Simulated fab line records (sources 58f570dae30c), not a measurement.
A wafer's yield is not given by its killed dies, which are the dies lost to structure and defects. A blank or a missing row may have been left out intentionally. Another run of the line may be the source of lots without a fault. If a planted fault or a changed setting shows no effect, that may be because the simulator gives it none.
Chamber matching / flow berkeley-cmos170 / UCB170_SPACER_CVD_00 on pecvd-02 has 3 sister chambers
The step deposits SiO2 from TEOS/O2, target thk 376 nm, time 47 s. 3 wafers are shown with their chamber, then 10 later ones without.

== WAFERS WITH THEIR CHAMBER ==
wafer=L828.4; chamber=1; heater-power-w (W)=280
wafer=L828.5; chamber=2; heater-power-w (W)=217
wafer=L833.4; chamber=0; heater-power-w (W)=229

== WAFERS MISSING THEIR CHAMBER ==
wafer=L833.6; heater-power-w (W)=217
wafer=L840.4; heater-power-w (W)=286
wafer=L840.5; heater-power-w (W)=299
wafer=L840.6; heater-power-w (W)=181
wafer=L843.3; heater-power-w (W)=281
wafer=L843.4; heater-power-w (W)=194
wafer=L843.6; heater-power-w (W)=206
wafer=L845.1; heater-power-w (W)=276
wafer=L845.3; heater-power-w (W)=285
wafer=L845.4; heater-power-w (W)=215

== THE CHAMBER EACH PASSED THROUGH ==
wafer=L833.6; from the rows above=can't be placed: 2 or 0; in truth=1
wafer=L840.4; from the rows above=1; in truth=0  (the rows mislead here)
wafer=L840.5; from the rows above=1; in truth=1
wafer=L840.6; from the rows above=can't be placed: 2 or 0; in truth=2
wafer=L843.3; from the rows above=1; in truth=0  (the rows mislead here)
wafer=L843.4; from the rows above=can't be placed: 2 or 0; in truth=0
wafer=L843.6; from the rows above=can't be placed: 2 or 0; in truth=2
wafer=L845.1; from the rows above=1; in truth=1
wafer=L845.3; from the rows above=1; in truth=1
wafer=L845.4; from the rows above=can't be placed: 2 or 0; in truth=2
Correct placement for 3 of the 10. Can't be placed from these rows: 5 (the true chamber is among the candidates in 4). Placed wrongly: 2.
How it was worked out, from the rows above alone: a wafer's distance from a chamber is the root of the sum, over the readings, of the square of ((its reading less the chamber's mean) divided by the reading's scatter). If the next closest chamber is less than 2 further off than the closest, the wafer can't be placed; otherwise it belongs to the closest. The mean given for a chamber averages the wafers shown for that chamber. The scatter (one wafer shown for each chamber): square how far every hidden wafer sits from the nearest shown wafer, average those squares and take the square root.
